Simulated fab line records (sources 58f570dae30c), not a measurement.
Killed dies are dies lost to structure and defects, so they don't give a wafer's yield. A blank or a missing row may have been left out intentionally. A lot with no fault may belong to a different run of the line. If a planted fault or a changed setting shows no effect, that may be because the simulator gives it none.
Lot-split experiment | flow berkeley-cmos170 | route with 331 steps; 5 lots, 23 wafers read

## THE SPLIT
At UCB170_PSD_EXPOSE_03 (exposes mask PSELECT MOD, target cd 1200 nm), the setting dose-mj was moved away from the recipe's 30 on 9 of the 23 wafers read, by -5.3% to +3.1%. The other wafers ran this setting at the recipe's value.

## FROM THE SPLIT TO THE READING: what the file shows between them, 2 steps
- UCB170_PSD_PEB_04
- UCB170_PSD_DEVELOP_05: develop time 45 s

## THE READING
cd-nm, in nm, at UCB170_PSD_CD_MEAS_06 (target cd 1200 nm). Fault-free wafers of this fab line usually give 1200.6 nm, standard deviation 1.1 nm.

wafer  | tool, chamber at the split | dose-mj as run | against the recipe | cd-nm, nm | against lot-mates on the recipe
L074.1 | krf-scanner-01, 0          | 30             | recipe             | 1201.5    | -
L074.2 | krf-scanner-01, 0          | 30.93          | +3.1%              | 1205.6    | +4.8
L074.4 | krf-scanner-01, 0          | 30             | recipe             | 1200.1    | -
L074.5 | krf-scanner-01, 0          | 30.93          | +3.1%              | 1205.5    | +4.7
L074.6 | krf-scanner-01, 0          | 30.93          | +3.1%              | 1206.0    | +5.2
L077.1 | krf-scanner-01, 0          | 30             | recipe             | 1200.0    | -
L077.2 | krf-scanner-01, 0          | 30.93          | +3.1%              | 1205.3    | +5.2
L077.3 | krf-scanner-01, 0          | 30             | recipe             | 1200.4    | -
L077.5 | krf-scanner-01, 0          | 30.93          | +3.1%              | 1205.1    | +5.0
L077.6 | krf-scanner-01, 0          | 30             | recipe             | 1200.0    | -
L079.3 | krf-scanner-01, 0          | 30             | recipe             | 1203.7    | -
L079.4 | krf-scanner-01, 0          | 30             | recipe             | 1202.0    | -
L079.5 | krf-scanner-01, 0          | 30             | recipe             | 1203.9    | -
L081.1 | krf-scanner-01, 0          | 30             | recipe             | 1200.1    | -
L081.2 | krf-scanner-01, 0          | 30             | recipe             | 1200.9    | -
L081.3 | krf-scanner-01, 0          | 28.41          | -5.3%              | 1190.8    | -9.7
L081.4 | krf-scanner-01, 0          | 30             | recipe             | 1200.6    | -
L081.6 | krf-scanner-01, 0          | 28.41          | -5.3%              | 1189.8    | -10.7
L080.1 | krf-scanner-01, 0          | 30             | recipe             | 1200.7    | -
L080.3 | krf-scanner-01, 0          | 28.62          | -4.6%              | 1191.8    | -8.8
L080.4 | krf-scanner-01, 0          | 30             | recipe             | 1200.7    | -
L080.5 | krf-scanner-01, 0          | 28.62          | -4.6%              | 1191.7    | -8.9
L080.6 | krf-scanner-01, 0          | 30             | recipe             | 1200.4    | -

FIT RESULTS
A straight line over all 23 wafers: cd-nm changes by +1.82 nm for each +1% of dose-mj; r = +0.97; the points scatter about the line by 1.2 nm.
The same after taking each lot's own level away (the mean of its wafers on the recipe; 23 wafers): +1.81 nm for each +1%; r = +0.99; scatter 0.55 nm.
That fit puts the effect of the largest move of dose-mj on the reading at 9.6 nm.
Measured against the standard deviation above, the lots' own levels, which go from 1200.13 to 1203.20 nm, span 2.8 times it.
Consequently the slope shifts little with the lot-to-lot level, the two slopes agreeing.
Check: -9.89 nm against its lot-mates is what the line predicts for one of the wafers moved furthest among these (-5.3%) when that wafer is left out of the fit. Against them it came out at -9.73 nm.

## OTHER SPLITS ON THESE WAFERS
Other splits were also applied to these wafers ahead of the reading. Each is held against what the fit with the lots' levels taken away leaves over:
other split on the same wafers         | wafers away from the commonest value | r with cd-nm (lot level and that fit taken away)
UCB170_PWELL_IMPLANT_15 dose-cm2       | 9                                    | -0.16
UCB170_ACTIVE_CVD_05 sih2cl2-flow-sccm | 15                                   | -0.10
UCB170_ACTIVE_STRIP_16 power-w         | 6                                    | -0.10
UCB170_FIELD_OXIDATION_01 temp-c       | 15                                   | -0.05
UCB170_NVT_IMPLANT_07 energy-kev       | 6                                    | +0.02
UCB170_PVT_IMPLANT_07 energy-kev       | 9                                    | -0.04
UCB170_NLDD_IMPLANT_08 dose-cm2        | 11                                   | +0.03
UCB170_PSD_COAT_01 spin-rpm            | 6                                    | +0.42

## FILE'S OWN FIT
cd-nm changes by +1.83 nm for each +1% of dose-mj, r = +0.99.
